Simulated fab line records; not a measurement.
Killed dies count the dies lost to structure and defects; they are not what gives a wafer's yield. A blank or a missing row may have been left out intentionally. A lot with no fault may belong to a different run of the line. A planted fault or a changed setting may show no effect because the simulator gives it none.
Split-lot study / flow berkeleyCmos170 / route with 331 steps; 5 lots, 23 wafers read

== THE SPLIT ==
At UCB170_M2_COAT_05 (resist thk 900 nm), the setting spinRpm was moved away from the recipe's 1500 rpm on 9 of the 23 wafers read, by -7.3% to +6.7%. This setting was run at the recipe's value on the other wafers.

Reading taken at the split's own step.

== THE READING ==
KrF_of_M2_COAT_05.thkNm (the simulator's own value, which no gauge read), in nm, at UCB170_M2_COAT_05 (resist thk 900 nm). The file gives no usual value for it. The 14 wafers here that ran the recipe average 898.3 nm, standard deviation 2.4 nm.

wafer=L074.1; tool, chamber at the split=lithoTrack-02, 0; spinRpm as run, rpm=1500; against the recipe=recipe; KrF_of_M2_COAT_05.thkNm, nm=901.9; against lot-mates on the recipe=-
wafer=L074.5; tool, chamber at the split=lithoTrack-02, 0; spinRpm as run, rpm=1500; against the recipe=recipe; KrF_of_M2_COAT_05.thkNm, nm=898; against lot-mates on the recipe=-
wafer=L074.6; tool, chamber at the split=lithoTrack-02, 0; spinRpm as run, rpm=1500; against the recipe=recipe; KrF_of_M2_COAT_05.thkNm, nm=900.2; against lot-mates on the recipe=-
wafer=L075.1; tool, chamber at the split=lithoTrack-01, 0; spinRpm as run, rpm=1443; against the recipe=-3.8%; KrF_of_M2_COAT_05.thkNm, nm=910.7; against lot-mates on the recipe=+15.8
wafer=L075.2; tool, chamber at the split=lithoTrack-01, 0; spinRpm as run, rpm=1443; against the recipe=-3.8%; KrF_of_M2_COAT_05.thkNm, nm=912.2; against lot-mates on the recipe=+17.3
wafer=L075.4; tool, chamber at the split=lithoTrack-01, 0; spinRpm as run, rpm=1443; against the recipe=-3.8%; KrF_of_M2_COAT_05.thkNm, nm=911.5; against lot-mates on the recipe=+16.6
wafer=L075.5; tool, chamber at the split=lithoTrack-01, 0; spinRpm as run, rpm=1500; against the recipe=recipe; KrF_of_M2_COAT_05.thkNm, nm=894.1; against lot-mates on the recipe=-
wafer=L075.6; tool, chamber at the split=lithoTrack-01, 0; spinRpm as run, rpm=1500; against the recipe=recipe; KrF_of_M2_COAT_05.thkNm, nm=895.7; against lot-mates on the recipe=-
wafer=L078.1; tool, chamber at the split=lithoTrack-02, 0; spinRpm as run, rpm=1500; against the recipe=recipe; KrF_of_M2_COAT_05.thkNm, nm=895.1; against lot-mates on the recipe=-
wafer=L078.2; tool, chamber at the split=lithoTrack-02, 0; spinRpm as run, rpm=1500; against the recipe=recipe; KrF_of_M2_COAT_05.thkNm, nm=900; against lot-mates on the recipe=-
wafer=L078.3; tool, chamber at the split=lithoTrack-02, 0; spinRpm as run, rpm=1500; against the recipe=recipe; KrF_of_M2_COAT_05.thkNm, nm=898.4; against lot-mates on the recipe=-
wafer=L078.4; tool, chamber at the split=lithoTrack-02, 0; spinRpm as run, rpm=1500; against the recipe=recipe; KrF_of_M2_COAT_05.thkNm, nm=902.8; against lot-mates on the recipe=-
wafer=L078.6; tool, chamber at the split=lithoTrack-02, 0; spinRpm as run, rpm=1500; against the recipe=recipe; KrF_of_M2_COAT_05.thkNm, nm=899.7; against lot-mates on the recipe=-
wafer=L080.1; tool, chamber at the split=lithoTrack-01, 0; spinRpm as run, rpm=1500; against the recipe=recipe; KrF_of_M2_COAT_05.thkNm, nm=896.1; against lot-mates on the recipe=-
wafer=L080.2; tool, chamber at the split=lithoTrack-01, 0; spinRpm as run, rpm=1601; against the recipe=+6.7%; KrF_of_M2_COAT_05.thkNm, nm=867.5; against lot-mates on the recipe=-29.0
wafer=L080.3; tool, chamber at the split=lithoTrack-01, 0; spinRpm as run, rpm=1601; against the recipe=+6.7%; KrF_of_M2_COAT_05.thkNm, nm=867.7; against lot-mates on the recipe=-28.8
wafer=L080.5; tool, chamber at the split=lithoTrack-01, 0; spinRpm as run, rpm=1500; against the recipe=recipe; KrF_of_M2_COAT_05.thkNm, nm=897; against lot-mates on the recipe=-
wafer=L080.6; tool, chamber at the split=lithoTrack-01, 0; spinRpm as run, rpm=1601; against the recipe=+6.7%; KrF_of_M2_COAT_05.thkNm, nm=868; against lot-mates on the recipe=-28.5
wafer=L085.1; tool, chamber at the split=lithoTrack-02, 0; spinRpm as run, rpm=1500; against the recipe=recipe; KrF_of_M2_COAT_05.thkNm, nm=897.9; against lot-mates on the recipe=-
wafer=L085.3; tool, chamber at the split=lithoTrack-02, 0; spinRpm as run, rpm=1390; against the recipe=-7.3%; KrF_of_M2_COAT_05.thkNm, nm=936.2; against lot-mates on the recipe=+37.9
wafer=L085.4; tool, chamber at the split=lithoTrack-02, 0; spinRpm as run, rpm=1500; against the recipe=recipe; KrF_of_M2_COAT_05.thkNm, nm=898.8; against lot-mates on the recipe=-
wafer=L085.5; tool, chamber at the split=lithoTrack-02, 0; spinRpm as run, rpm=1390; against the recipe=-7.3%; KrF_of_M2_COAT_05.thkNm, nm=935.9; against lot-mates on the recipe=+37.6
wafer=L085.6; tool, chamber at the split=lithoTrack-02, 0; spinRpm as run, rpm=1390; against the recipe=-7.3%; KrF_of_M2_COAT_05.thkNm, nm=936; against lot-mates on the recipe=+37.7

FIT RESULTS
A straight line over all 23 wafers: KrF_of_M2_COAT_05.thkNm changes by -4.69 nm for each +1% of spinRpm; r = -0.99; the points scatter about the line by 3 nm.
The same after taking each lot's own level away (the mean of its wafers on the recipe; 23 wafers): -4.67 nm for each +1%; r = -0.99; scatter 2.1 nm.
The reading moves by 34 nm for the largest change in spinRpm, on that fit.
The lots' own levels span 894.90 to 900.03 nm, that is 2.1 times the standard deviation above.
The two slopes agree, so the slope changes little with the lot-to-lot level.
Check: +34.2 nm against its lot-mates is what the line predicts for one of the wafers moved furthest among these (-7.3%) when that wafer is left out of the fit. It came out at +37.9 nm against them.

== OTHER SPLITS APPLIED TO THESE WAFERS ==
These wafers also went through other splits before the reading. Each is held against what the fit with the lots' levels taken away leaves over:
other split on the same wafers=UCB170_CONTACT_CVD_01 o2FlowSccm; wafers away from the commonest value=15; r with KrF_of_M2_COAT_05.thkNm (lot level and that fit taken away)=-0.20
other split on the same wafers=UCB170_M1_SPUTTER_00 powerW; wafers away from the commonest value=6; r with KrF_of_M2_COAT_05.thkNm (lot level and that fit taken away)=+0.36
other split on the same wafers=UCB170_M1_ETCH_11 biasW; wafers away from the commonest value=7; r with KrF_of_M2_COAT_05.thkNm (lot level and that fit taken away)=-0.50
other split on the same wafers=UCB170_V1_ETCH_14 rfW; wafers away from the commonest value=9; r with KrF_of_M2_COAT_05.thkNm (lot level and that fit taken away)=+0.15

== THE WHOLE CHAIN: every reading that the file lists as answering this split, in the file's order ==
step=UCB170_M2_COAT_05; what it does=resist thk 900 nm; reading=KrF_of_M2_COAT_05.thkNm (the simulator's own value, which no gauge read); change (the file's fit)=-4.7 nm for each +1% of the setting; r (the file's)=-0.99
step=UCB170_M2_STRIP_07; what it does=strips in O2; reading=stripTimeToEndpointS; change (the file's fit)=withheld for each +1% of the setting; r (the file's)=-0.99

== THE FILE'S OWN FIT ==
KrF_of_M2_COAT_05.thkNm changes by -4.7 nm for each +1% of spinRpm, r = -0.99.
